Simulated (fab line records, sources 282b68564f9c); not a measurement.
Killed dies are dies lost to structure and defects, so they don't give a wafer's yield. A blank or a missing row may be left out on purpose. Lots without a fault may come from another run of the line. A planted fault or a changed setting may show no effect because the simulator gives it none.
One fault seen from 2 desks | flow rit_cmos | each desk has only its own numbers; what lay behind them comes last

THE TOOL OWNER'S DESK: implanter-02
The tool's own readings at RIT_PSD_IMPLANT_08: means of the sampled wafers that have a number, for each lot that ran on this tool. A lot is out of limits, marked OUT, if its mean lies more than 4 standard deviations from the usual mean; the brackets give that distance.
Columns: A = beam_energy_keV at RIT_PSD_IMPLANT_08, usual 26.999; B = beam_on_s at RIT_PSD_IMPLANT_08, usual 12.8 s; C = dose_ions_cm2 at RIT_PSD_IMPLANT_08, usual 5e+15; D = end_station_pressure_torr at RIT_PSD_IMPLANT_08, usual 1.44e-05 Torr; E = faraday_current_uA at RIT_PSD_IMPLANT_08, usual 12063
lot  | first seen here | A      | B    | C                       | D        | E
L361 | day 3 19:19     | 27.003 | 12.3 | 5e+15                   | 1.52e-05 | 12385
L366 | day 4 23:02     | 27.001 | 10.0 | 3e+15 (-99 or more) OUT | 1.17e-05 | 8393 (-5.4) OUT
L369 | day 5 12:32     | 26.995 | 10.1 | 3e+15 (-99 or more) OUT | 1.17e-05 | 8198 (-5.7) OUT
L380 | day 7 19:25     | 26.991 | 12.5 | 5e+15                   | 1.42e-05 | 12304
This desk's finding: out of limits on L366, L369; first on L366, day 4 23:02 (dose_ions_cm2 at RIT_PSD_IMPLANT_08). In limits: L361, L380.

THE METROLOGY DESK
What the gauges read, lot by lot, whatever tool the lot ran on: means of the sampled wafers that have a number. A lot is out of limits, marked OUT, if its mean lies more than 4 standard deviations from the usual mean; the brackets give that distance.
Columns: A = PSD_TW at RIT_PSD_TW_MEAS_10, usual 3443; B = PSD_RS at RIT_SDANNEAL_RS_MEAS_04, usual 115.93 ohm/sq
lot  | first seen here | A               | B
L358 | day 3 07:08     | 3490            | 116.08
L361 | day 3 19:37     | 3386            | 116.20
L362 | day 4 03:03     | 3464            | 116.02
L364 | day 4 11:55     | 3476            | 116.11
L366 | day 4 23:22     | 3141 (-9.1) OUT | 124.40 (+33) OUT
L367 | day 5 05:58     | 3472            | 116.03
L369 | day 5 12:51     | 3176 (-8.1) OUT | 124.17 (+32) OUT
L373 | day 6 08:37     | 3454            | 115.68
L375 | day 6 16:38     | 3426            | 116.03
L376 | day 6 23:25     | 3468            | 115.67
L377 | day 7 01:43     | 3464            | 115.69
L378 | day 7 06:43     | 3467            | 115.69
L380 | day 7 19:43     | 3453            | 116.40
L381 | day 7 21:13     | 3457            | 115.76
This desk's finding: out of limits on L366, L369; first on L366, day 4 23:22 (PSD_TW at RIT_PSD_TW_MEAS_10). In limits: L358, L361, L362, L364, L367, L373, L375, L376, L377, L378, L380, L381.

PUT TOGETHER
The tool owner's desk could have raised an alarm at day 4 23:02, on L366, L369.
The metrology desk could have raised an alarm at day 4 23:22, on L366, L369.
Of the lots named, all ran RIT_PSD_IMPLANT_08 on implanter-02.

WHAT THE SIMULATOR HAD PUT IN
Process parameter drift: implanter-02, from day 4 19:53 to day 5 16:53, at RIT_PSD_IMPLANT_08. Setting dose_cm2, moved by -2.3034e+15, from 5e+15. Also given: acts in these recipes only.
Lots struck among those shown: L366, L369.
Hours from the fault's start to each desk's first reading out of limits: the tool owner's desk, 3; the metrology desk, 3.
